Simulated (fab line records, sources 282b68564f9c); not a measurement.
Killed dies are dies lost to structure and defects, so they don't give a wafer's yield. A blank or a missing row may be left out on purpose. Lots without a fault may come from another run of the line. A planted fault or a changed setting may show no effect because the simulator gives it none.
A struck lot beside a sound one | flow rit_cmos | 14 steps out of a route of 202
Sound: wafers L698.3, L698.4, L698.5. Struck: wafers L702.2, L702.5, L702.6. The cause comes at the end.
At each step with rows: each side's tool, then ch and its chambers, then its first start. Under that, the readings that differ: sound wafers | struck wafers | difference of the means | sigmas: that difference in standard deviations of wafers without a fault.
alike: readings whose means differ by less than 2 such deviations, and words and numbers that are the same on both sides. not compared: withheld readings, readings that some wafer has no value for, bounds like >300 that may hide the same value, and numbers for which the record gives no deviation and whose values overlap.
The two part at a step that has a row with sigmas, a row that says differs or no value, or rows on one side only. Numbers that don't overlap but have no deviation are shown without sigmas and don't part them. A reading that every wafer of one side lacks parts them only if that side has two wafers or more.

RIT_SILICIDE_SPUTTER_01: material Ti, target thk 30 nm, time 240 s.
  sound on pvd_sputter-03, day 5 20:34; struck on pvd_sputter-02, day 6 16:38
  alike: cathode_dc_power_W, throttle_valve_pct
RIT_SILICIDE_RS_MEAS_02: measures by four-point-probe.
  sound on film_metro-02, day 5 20:45; struck on film_metro-04, day 6 16:49
  reading                 | sound          | struck         | difference | sigmas
  SILICIDE_TI_RS (ohm/sq) | 50.3 51.5 51.8 | 48.1 48.2 47.0 | -3.4       | -4
RIT_SILICIDE_THK_MEAS_03: measures by xrf.
  sound on film_metro-02, day 5 20:51; struck on film_metro-04, day 6 16:55
  reading              | sound          | struck         | difference | sigmas
  SILICIDE_TI_THK (nm) | 28.7 28.3 28.1 | 29.9 29.9 30.7 | +1.8       | +4
RIT_SILICIDE_RTA_04: time 10 s, ramp up 5 s, ramp down 5 s.
  sound on rtp_anneal-01 ch 0, day 5 20:55; struck on rtp_anneal-01 ch 0, day 6 16:59
  alike: wafer_temp_C_max
then, 1 step without rows for these wafers: RIT_SILICIDE_WET_ETCH_05 (etches Ti in SPM, time 120 s).
RIT_SILICIDE_RTA_06: time 10 s, ramp up 5 s, ramp down 10 s.
  sound on rtp_anneal-02 ch 0, day 5 21:01; struck on rtp_anneal-02 ch 0, day 6 17:05
  alike: wafer_temp_C_max
RIT_CONTACT_CVD_00: deposits SiO2 from TEOS, target thk 400 nm, time 61 s.
  sound on pecvd-02 ch 0,1,2, day 5 21:04; struck on pecvd-01 ch 0,1,2, day 6 17:08
  alike: heater_power_w, susceptor_temp_C
RIT_CONTACT_THK_MEAS_01:
  sound on film_metro-03, day 5 21:08; struck on film_metro-04, day 6 17:12
  alike: CONTACT_TEOS_THK
then, 4 steps without rows for these wafers: RIT_CONTACT_HMDS_02 (prime time 60 s); RIT_CONTACT_COAT_03 (resist thk 1000 nm); RIT_CONTACT_SOFTBAKE_04 (time 60 s); RIT_CONTACT_EXPOSE_05 (exposes mask M11, target cd 1000 nm).
RIT_CONTACT_PEB_06:
  sound on litho_track-02 ch 0, day 5 21:48; struck on litho_track-04, day 6 17:50
  reading         | sound          | struck | difference                    | sigmas
  exhaust_pa (Pa) | 45.6 45.0 46.4 | - - -  | no value on the struck wafers |
  not compared: chill_plate_temp_C, resist_line_temp_C
then, 1 step without rows for these wafers: RIT_CONTACT_DEVELOP_07 (develop time 120 s).

WHERE THEY PART
First at RIT_SILICIDE_RS_MEAS_02; last, within this record, at RIT_CONTACT_PEB_06.

WHY: what the simulator had put in
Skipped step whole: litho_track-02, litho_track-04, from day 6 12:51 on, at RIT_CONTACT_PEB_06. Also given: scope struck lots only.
